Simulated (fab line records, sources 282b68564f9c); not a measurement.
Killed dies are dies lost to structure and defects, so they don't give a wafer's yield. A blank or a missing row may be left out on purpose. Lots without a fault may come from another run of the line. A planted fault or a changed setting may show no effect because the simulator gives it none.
Split-lot experiment | flow rit_cmos | 5 lots, 23 wafers read, on a route of 202 steps

THE SPLIT
At RIT_ACTIVE_COAT_06 (resist thk 1000 nm), the setting spin_rpm was moved away from the recipe's 3250 rpm on 6 of the 23 wafers read, by -6.7% to -5.4%. The other wafers ran this setting at the recipe's value.

FROM THE SPLIT TO THE READING: what the file shows between them, 3 steps
- RIT_ACTIVE_SOFTBAKE_07: time 60 s
- RIT_ACTIVE_EXPOSE_08: exposes mask M1, target cd 1400 nm
- RIT_ACTIVE_DEVELOP_10: develop time 50 s

THE READING
NOVOLAK_of_ACTIVE_COAT_06.thk_nm (the simulator's own value, which no gauge read), in nm, at RIT_ACTIVE_HARDBAKE_12 (time 60 s). The file gives no usual value for it. The 17 wafers here that ran the recipe average 882.0 nm, standard deviation 1.6 nm.

wafer  | tool, chamber at the split | spin_rpm as run, rpm | against the recipe | NOVOLAK_of_ACTIVE_COAT_06.thk_nm, nm | against lot-mates on the recipe
L076.1 | litho_track-01, 0          | 3075                 | -5.4%              | 906.2                                | +26.0
L076.2 | litho_track-01, 0          | 3250                 | recipe             | 880.9                                | -
L076.3 | litho_track-01, 0          | 3075                 | -5.4%              | 905.6                                | +25.4
L076.4 | litho_track-01, 0          | 3250                 | recipe             | 879.5                                | -
L076.5 | litho_track-01, 0          | 3075                 | -5.4%              | 903.9                                | +23.7
L080.1 | litho_track-01, 0          | 3031                 | -6.7%              | 913.3                                | +30.0
L080.2 | litho_track-01, 0          | 3031                 | -6.7%              | 914.7                                | +31.4
L080.3 | litho_track-01, 0          | 3031                 | -6.7%              | 912.5                                | +29.2
L080.4 | litho_track-01, 0          | 3250                 | recipe             | 884.2                                | -
L080.6 | litho_track-01, 0          | 3250                 | recipe             | 882.4                                | -
L082.1 | litho_track-01, 0          | 3250                 | recipe             | 886.3                                | -
L082.2 | litho_track-01, 0          | 3250                 | recipe             | 882.9                                | -
L082.6 | litho_track-01, 0          | 3250                 | recipe             | 883.2                                | -
L083.1 | litho_track-04, 0          | 3250                 | recipe             | 881.8                                | -
L083.2 | litho_track-04, 0          | 3250                 | recipe             | 880.2                                | -
L083.4 | litho_track-04, 0          | 3250                 | recipe             | 881.1                                | -
L083.5 | litho_track-04, 0          | 3250                 | recipe             | 880.1                                | -
L083.6 | litho_track-04, 0          | 3250                 | recipe             | 882.5                                | -
L084.1 | litho_track-04, 0          | 3250                 | recipe             | 883                                  | -
L084.2 | litho_track-04, 0          | 3250                 | recipe             | 881.4                                | -
L084.3 | litho_track-04, 0          | 3250                 | recipe             | 881                                  | -
L084.4 | litho_track-04, 0          | 3250                 | recipe             | 882.1                                | -
L084.5 | litho_track-04, 0          | 3250                 | recipe             | 881.7                                | -

THE FIT
A straight line over all 23 wafers: NOVOLAK_of_ACTIVE_COAT_06.thk_nm changes by -4.54 nm for each +1% of spin_rpm; r = -0.99; the points scatter about the line by 1.6 nm.
The same after taking each lot's own level away (the mean of its wafers on the recipe; 23 wafers): -4.54 nm for each +1%; r = -1.00; scatter 1 nm.
On that fit, the largest move of spin_rpm shifts the reading by 31 nm.
The lots' own levels span 880.20 to 884.13 nm, that is 2.5 times the standard deviation above.
So the lot-to-lot level changes the slope little: the two slopes agree.
Check: with one of the wafers moved furthest among these (-6.7%) left out of the fit, the line predicts +30.8 nm for it against its lot-mates. It came out at +30 nm against them.

OTHER SPLITS ON THESE WAFERS
These wafers also went through other splits before the reading. Each is held against what the fit with the lots' levels taken away leaves over:
other split on the same wafers | wafers away from the commonest value | r with NOVOLAK_of_ACTIVE_COAT_06.thk_nm (lot level and that fit taken away)
RIT_ACTIVE_OXIDATION_01 temp_c | 18                                   | -0.02

THE WHOLE CHAIN: every reading that the file lists as answering this split, in the file's order
step                   | what it does       | reading                                                                           | change (the file's fit)              | r (the file's)
RIT_ACTIVE_COAT_06     | resist thk 1000 nm | NOVOLAK_of_ACTIVE_COAT_06.thk_nm (the simulator's own value, which no gauge read) | -5.19 nm for each +1% of the setting | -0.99
RIT_ACTIVE_HARDBAKE_12 | time 60 s          | NOVOLAK_of_ACTIVE_COAT_06.thk_nm (the simulator's own value, which no gauge read) | -4.54 nm for each +1% of the setting | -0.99

THE FILE'S OWN FIT
NOVOLAK_of_ACTIVE_COAT_06.thk_nm changes by -4.54 nm for each +1% of spin_rpm, r = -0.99.
